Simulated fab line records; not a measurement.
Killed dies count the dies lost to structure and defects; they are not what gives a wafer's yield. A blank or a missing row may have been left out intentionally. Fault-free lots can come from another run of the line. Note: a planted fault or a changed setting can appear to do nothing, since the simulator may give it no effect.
Which tool did it? | flow berkeley cmos170 | 45 wafers from 15 lots sampled at 2 of the route's 331 steps

== WHAT THE GAUGES READ, wafer by wafer ==
UCB170_ACTIVE_CD_MEAS_13: the cd target is 1200 nm. Usual: cd nm at 1199.5 nm, with a standard deviation of 1.2.
lot  | measured    | on        | cd nm (nm)           | flag
L363 | day 4 22:34 | cd sem-02 | 1199.8 1199.0 1199.2 |
L366 | day 5 07:20 | cd sem-01 | 1200.7 1200.4 1199.0 |
L370 | day 5 18:50 | cd sem-01 | 1198.3 1198.0 1199.0 |
L368 | day 5 19:11 | cd sem-02 | 1200.6 1202.0 1200.7 |
L372 | day 6 13:13 | cd sem-02 | 1198.2 1200.0 1200.0 |
L371 | day 6 13:31 | cd sem-02 | 1198.5 1199.6 1198.5 |
L374 | day 7 06:29 | cd sem-02 | 1199.2 1199.1 1198.5 |
L375 | day 7 06:46 | cd sem-01 | 1200.8 1199.9 1200.3 |
L376 | day 7 20:11 | cd sem-02 | 1201.6 1199.9 1201.5 |
L377 | day 8 05:29 | cd sem-01 | 1199.1 1198.1 1198.2 |
L379 | day 8 05:46 | cd sem-01 | 1199.1 1199.0 1198.0 |
L378 | day 8 06:00 | cd sem-02 | 1201.8 1201.9 1202.3 |
L384 | day 9 00:59 | cd sem-02 | 1199.2 1200.1 1200.7 |
L383 | day 9 01:03 | cd sem-01 | 1199.8 1199.3 1199.9 |
L382 | day 9 01:12 | cd sem-02 | 1199.2 1200.8 1198.9 |

UCB170_PFIELD_OVL_MEAS_06. Usual: for PFIELD_OVL the level is 3 nm and the standard deviation is 5.8.
lot  | measured    | on         | PFIELD_OVL (nm) | flag
L363 | day 5 01:03 | overlay-01 | 6 1 3           |
L366 | day 5 08:57 | overlay-01 | 11 6 0          |
L370 | day 5 21:24 | overlay-02 | 4 8 10          |
L368 | day 5 23:08 | overlay-01 | 6 -4 -1         |
L372 | day 6 15:26 | overlay-02 | 0 -1 0          |
L371 | day 6 16:07 | overlay-01 | 1 -1 1          |
L374 | day 7 08:14 | overlay-02 | 5 4 7           |
L375 | day 7 08:29 | overlay-01 | -2 -8 -1        |
L376 | day 7 21:50 | overlay-02 | -3 2 1          |
L377 | day 8 08:36 | overlay-01 | 6 6 8           |
L379 | day 8 09:21 | overlay-02 | -7 -5 -7        |
L378 | day 8 09:20 | overlay-01 | -5 -1 -1        |
L384 | day 9 02:53 | overlay-01 | 3 1 1           |
L383 | day 9 03:08 | overlay-02 | -1 2 6          |
L382 | day 9 03:25 | overlay-01 | 5 1 -4          |

== WHICH TOOL RAN EACH LOT (tool, then ch and the chambers of the sampled wafers, then the start) ==
Before these readings, the record contains no process step.

== AS READ BY THE TOOLS THEMSELVES (means over the sampled wafers that have a number; for cases with no such wafer, the mark the record gives instead) ==
The record holds no such reading with a usual standard deviation.

== THE ANSWER, worked out from the rows above alone ==
Rule: take the mean of a lot's wafers that have a number; if it is more than 3 standard deviations from the usual mean, the lot is off. A lot without any number at a reading at which 4 lots or more have one is off too. All remaining lots with rows at the step are treated as sound. The gauges are gone through in route order, then the tools' own readings, and for those a lot's mean is taken as printed above. The first step at which some lot is off is used, and at that step the reading that is off furthest; a lot without a number counts as furthest.
Nothing can be told from this: no lot is off at any reading shown.

== WHAT THE SIMULATOR HAD PUT IN ==
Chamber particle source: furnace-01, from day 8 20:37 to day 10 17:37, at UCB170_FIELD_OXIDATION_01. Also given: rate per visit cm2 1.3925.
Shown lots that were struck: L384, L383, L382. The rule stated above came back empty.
